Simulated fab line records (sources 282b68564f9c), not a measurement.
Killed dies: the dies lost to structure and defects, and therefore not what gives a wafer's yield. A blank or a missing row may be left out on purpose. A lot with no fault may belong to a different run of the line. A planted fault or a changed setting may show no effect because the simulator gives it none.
A lot that was struck, set against a sound lot -- flow rit cmos -- 19 steps out of a route of 202
Sound: these wafers, L194.2, L194.3, L194.5. Wafers L211.3, L211.5, L211.6 were the ones struck. The cause is given at the end.
Order at every step that has rows: each side's tool, ch and its chambers, its first start. Under that, the readings that differ: sound wafers -- struck wafers -- difference of the means -- sigmas: that difference in standard deviations of wafers without a fault.
alike: readings whose means differ by less than 2 such deviations, and words and numbers that are the same on both sides. not compared: withheld readings, readings that some wafer has no value for, bounds like >300 that may hide the same value, and numbers for which the record gives no deviation and whose values overlap.
Wherever a step has rows on one side only, a row that says differs or no value, or a row with sigmas, the two part there. When numbers do not overlap yet have no deviation, they are printed without sigmas and do not part them. A reading missing from all wafers of one side parts the sides only when that side holds two or more wafers.

first, 1 step without rows for these wafers: RIT_GATE_CLEAN_04 (cleans in dHF, time 60 s).
RIT_FOX2_THK_MEAS_91:
  struck on film metro-03, day 6 09:05; sound on film metro-03, day 2 19:42
  alike: FIELD_OXIDE_LEFT_2_THK
then, 2 steps without rows for these wafers: RIT_GATE_OXIDATION_05 (target thk 3 nm, ox time 270 s); RIT_GATE_ANNEAL_06 (time 600 s).
RIT_GATE_THK_MEAS_07:
  struck on film metro-02, day 6 13:06; sound on film metro-02, day 2 21:07
  alike: GATE_OXIDE_THK
then, 1 step without rows for these wafers: RIT_GATE_CVD_08 (deposits poly-Si from SiH4, target thk 250 nm, time 2220 s).
RIT_GATE_THK_MEAS_09:
  struck on film metro-02, day 6 14:47; sound on film metro-03, day 2 23:36
  alike: GATE_POLY_THK
then, 5 steps without rows for these wafers: RIT_GATE_HMDS_10 (prime time 60 s); RIT_GATE_COAT_11 (resist thk 850 nm); RIT_GATE_SOFTBAKE_12 (time 60 s); RIT_GATE_EXPOSE_13 (exposes mask M6, target cd 150 nm); RIT_GATE_PEB_14.
RIT_GATE_DEVELOP_15: develop time 50 s.
  sound on litho track-02 ch 0, day 3 00:00; struck on litho track-04 ch 0, day 6 15:00
reading,sound,struck,difference,sigmas
developer temp C (C),22.91 23.05 23.07,25.33 25.26 25.20,+2.25,+23
RIT_GATE_CD_MEAS_16 targets a cd of 150 nm.
  struck on cd sem-01, day 6 15:46; sound on cd sem-02, day 3 00:47
reading,sound,struck,difference,sigmas
cd nm (nm),144.1 142.8 142.7,166.8 166.4 167.6,+23.7,+8
RIT_GATE_OVL_MEAS_17:
  struck on overlay-01, day 6 15:52; sound on overlay-01, day 3 00:53
  alike: GATE_OVL
then, 1 step without rows for these wafers: RIT_GATE_HARDBAKE_18 (time 60 s).
RIT_GATE_ETCH_19: etches poly-Si in SF6/CHF3/O2, stops on SiO2, time 165 s, target depth 312.5 nm.
  sound on rie si-02 ch 0,1, day 3 01:04; struck on rie si-01 ch 0,2,3, day 6 16:02
reading,sound,struck,difference,sigmas
model.GATE.cd nm (nm),144.1 142.9 142.9,166.7 166.3 167.6,+23.6,
  alike: drypump motor current A, oes product au, throttle valve pct
  not compared: rf hours counter h
RIT_GATE_STRIP_20: strips in O2, time 180 s.
  sound on plasma asher-04 ch 0,1, day 3 01:11; struck on plasma asher-04 ch 0,1, day 6 16:12
  alike: drypump motor current A, rf refl power W
  not compared: rf hours counter h
RIT_M1_PROBE_99:
  struck on prober-01, day 7 11:34; sound on prober-02, day 3 21:19
reading,sound,struck,difference,sigmas
model.etest.pmos_0p3.r on ohm um,6199 6265 6305,6873 6777 6847,+576,
model.etest.pmos_0p15.r on ohm um,2622 2610 2642,3346 3290 3383,+715,
model.etest.pmos turned.r on ohm um,3294 3350 3377,4208 4170 4267,+875,
model.etest.nmos_0p3.r on ohm um,2159 2174 2158,2402 2359 2388,+219,
model.etest.nmos_0p15.r on ohm um,1097 1081 1104,1327 1315 1330,+230,
model.etest.nmos_0p15.drive ua um,495 493.7 489.8,381.6 392 381.1,-107.9,
model.etest.pmos_0p15.drive ua um,276.9 272.4 270.8,205.6 211.4 206.1,-65.7,
model.etest.npoly line.line ohm um,178.2 184.4 185.9,142.9 142.9 138.8,-41.3,
  alike: killed at contacts, killed at front end, killed dies, killed open, killed short

## WHERE THEY PART
First at RIT_GATE_DEVELOP_15; last, within this record, at RIT_GATE_CD_MEAS_16. Later steps at which nothing parts them and some readings are alike: RIT_GATE_OVL_MEAS_17, RIT_GATE_ETCH_19, RIT_GATE_STRIP_20, RIT_M1_PROBE_99.

WHY: what had been put in by the simulator
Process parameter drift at RIT_GATE_DEVELOP_15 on litho track-04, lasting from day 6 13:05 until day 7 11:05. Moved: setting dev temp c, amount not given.
